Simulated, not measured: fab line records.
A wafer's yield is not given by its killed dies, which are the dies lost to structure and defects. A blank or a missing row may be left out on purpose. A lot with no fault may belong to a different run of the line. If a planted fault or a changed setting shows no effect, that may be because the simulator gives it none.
Which tool did it? / flow berkeleyCmos170 / 14 lots, 42 wafers sampled, at 3 steps of a route of 331

WHAT EACH GAUGE READ, for each wafer
UCB170_NLDD_OVL_MEAS_07. Usual: NLDD_OVL 2 nm, standard deviation 4.4.
lot=L425; measured=day 6 06:23; on=overlay-02; NLDD_OVL (nm)=-4 2 -4; flag=
lot=L426; measured=day 6 12:53; on=overlay-02; NLDD_OVL (nm)=3 6 9; flag=
lot=L429; measured=day 7 08:32; on=overlay-01; NLDD_OVL (nm)=2 1 5; flag=
lot=L430; measured=day 7 11:29; on=overlay-02; NLDD_OVL (nm)=2 13 2; flag=
lot=L431; measured=day 7 11:49; on=overlay-01; NLDD_OVL (nm)=-2 1 3; flag=
lot=L432; measured=day 8 04:10; on=overlay-01; NLDD_OVL (nm)=5 -1 -1; flag=
lot=L433; measured=day 8 14:08; on=overlay-01; NLDD_OVL (nm)=-4 -9 -4; flag=
lot=L436; measured=day 9 02:38; on=overlay-01; NLDD_OVL (nm)=2 5 1; flag=
lot=L438; measured=day 9 07:19; on=overlay-01; NLDD_OVL (nm)=3 3 4; flag=
lot=L439; measured=day 9 07:33; on=overlay-01; NLDD_OVL (nm)=4 1 -3; flag=
lot=L441; measured=day 9 16:52; on=overlay-02; NLDD_OVL (nm)=2 0 6; flag=
lot=L445; measured=day 10 18:44; on=overlay-01; NLDD_OVL (nm)=4 7 2; flag=
lot=L446; measured=day 11 02:30; on=overlay-01; NLDD_OVL (nm)=2 -7 -12; flag=
lot=L447; measured=day 11 02:53; on=overlay-02; NLDD_OVL (nm)=0 15 4; flag=

UCB170_V1_THK_MEAS_01. Usual: V1_TEOS_THK 2001 nm, standard deviation 26.
lot=L425; measured=day 7 04:53; on=filmMetro-02; V1_TEOS_THK (nm)=2006 2028 2008; flag=
lot=L426; measured=day 7 08:44; on=filmMetro-02; V1_TEOS_THK (nm)=1988 1980 2017; flag=
lot=L429; measured=day 8 06:05; on=filmMetro-01; V1_TEOS_THK (nm)=1995 2017 2029; flag=
lot=L430; measured=day 8 16:01; on=filmMetro-03; V1_TEOS_THK (nm)=1982 1991 2055; flag=
lot=L431; measured=day 8 16:02; on=filmMetro-01; V1_TEOS_THK (nm)=1953 1973 1975; flag=
lot=L432; measured=day 9 06:49; on=filmMetro-01; V1_TEOS_THK (nm)=2007 2021 2005; flag=
lot=L433; measured=day 9 19:44; on=filmMetro-02; V1_TEOS_THK (nm)=1985 2058 2031; flag=
lot=L436; measured=day 10 01:20; on=filmMetro-02; V1_TEOS_THK (nm)=2003 2011 2049; flag=
lot=L438; measured=day 10 06:35; on=filmMetro-02; V1_TEOS_THK (nm)=1989 1986 2014; flag=
lot=L439; measured=day 10 06:35; on=filmMetro-03; V1_TEOS_THK (nm)=1492 1517 1528; flag=OFF
lot=L441; measured=day 10 16:55; on=filmMetro-02; V1_TEOS_THK (nm)=1504 1522 1490; flag=OFF
lot=L445; measured=day 11 17:47; on=filmMetro-01; V1_TEOS_THK (nm)=1954 1994 2013; flag=
lot=L446; measured=day 11 23:41; on=filmMetro-02; V1_TEOS_THK (nm)=1949 2050 2013; flag=
lot=L447; measured=day 11 23:41; on=filmMetro-01; V1_TEOS_THK (nm)=1997 1982 2035; flag=

WHICH TOOL RAN EACH LOT (tool, then ch and the chambers of the sampled wafers, then the start)
lot=L425; UCB170_V1_CVD_00=pecvd-04 ch 0,1,2, day 7 04:43
lot=L426; UCB170_V1_CVD_00=pecvd-01 ch 0,1, day 7 08:34
lot=L429; UCB170_V1_CVD_00=pecvd-03 ch 0,1,2, day 8 05:55
lot=L430; UCB170_V1_CVD_00=pecvd-04 ch 0,2, day 8 15:52
lot=L431; UCB170_V1_CVD_00=pecvd-01 ch 0,1, day 8 15:52
lot=L432; UCB170_V1_CVD_00=pecvd-04 ch 0,1,2, day 9 06:38
lot=L433; UCB170_V1_CVD_00=pecvd-01 ch 0,1, day 9 19:35
lot=L436; UCB170_V1_CVD_00=pecvd-04 ch 0,2, day 10 01:10
lot=L438; UCB170_V1_CVD_00=pecvd-01 ch 0,2, day 10 06:26
lot=L439; UCB170_V1_CVD_00=pecvd-04 ch 0,2, day 10 06:26
lot=L441; UCB170_V1_CVD_00=pecvd-04 ch 0,1,2, day 10 16:46
lot=L445; UCB170_V1_CVD_00=pecvd-01 ch 0,1,2, day 11 17:38
lot=L446; UCB170_V1_CVD_00=pecvd-01 ch 0,1, day 11 23:31
lot=L447; UCB170_V1_CVD_00=pecvd-03 ch 0,2, day 11 23:31
- UCB170_V1_CVD_00: deposits SiO2 from TEOS/O2, target thk 2000 nm, time 250 s.

AS READ BY THE TOOLS THEMSELVES (means over the sampled wafers that have a number; for cases with no such wafer, the mark the record gives instead)
UCB170_V1_CVD_00. Usual: heaterPowerW reads 260 W (standard deviation 55).
lot=L425; tool=pecvd-04; heaterPowerW (W)=276; flag=
lot=L426; tool=pecvd-01; heaterPowerW (W)=263; flag=
lot=L429; tool=pecvd-03; heaterPowerW (W)=240; flag=
lot=L430; tool=pecvd-04; heaterPowerW (W)=313; flag=
lot=L431; tool=pecvd-01; heaterPowerW (W)=245; flag=
lot=L432; tool=pecvd-04; heaterPowerW (W)=289; flag=
lot=L433; tool=pecvd-01; heaterPowerW (W)=242; flag=
lot=L436; tool=pecvd-04; heaterPowerW (W)=296; flag=
lot=L438; tool=pecvd-01; heaterPowerW (W)=266; flag=
lot=L439; tool=pecvd-04; heaterPowerW (W)=315; flag=
lot=L441; tool=pecvd-04; heaterPowerW (W)=267; flag=
lot=L445; tool=pecvd-01; heaterPowerW (W)=283; flag=
lot=L446; tool=pecvd-01; heaterPowerW (W)=256; flag=
lot=L447; tool=pecvd-03; heaterPowerW (W)=283; flag=

THE ANSWER, worked out from the rows above alone
Rule: a lot counts as off when the mean over its wafers that have a number is more than 3 standard deviations away from the usual mean. A lot without any number at a reading at which 4 lots or more have one is off too. All remaining lots with rows at the step are treated as sound. First the gauges in route order, then the tools' own readings, where a lot's mean is used as printed above. The first step at which some lot is off is used, and at that step the reading that is off furthest; a lot without a number counts as furthest.
Off: at UCB170_V1_THK_MEAS_01 (V1_TEOS_THK), L439, L441.
A tool fits if, at a process step before that reading, it ran every lot that is off, and no sound lot after the first of them. Gauges at UCB170_V1_THK_MEAS_01: tried the same way as those tools. One candidate fits, namely pecvd-04 at UCB170_V1_CVD_00. A fault onset in the window from L436 (day 10 01:10, its last sound lot) to L439 (day 10 06:26, its first lot off) fits.

WHAT THE SIMULATOR HAD PUT IN
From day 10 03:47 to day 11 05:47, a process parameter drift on pecvd-04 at UCB170_V1_CVD_00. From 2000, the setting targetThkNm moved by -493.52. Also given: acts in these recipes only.
Struck lots among those shown: L439, L441. This agrees with what the rule above found.
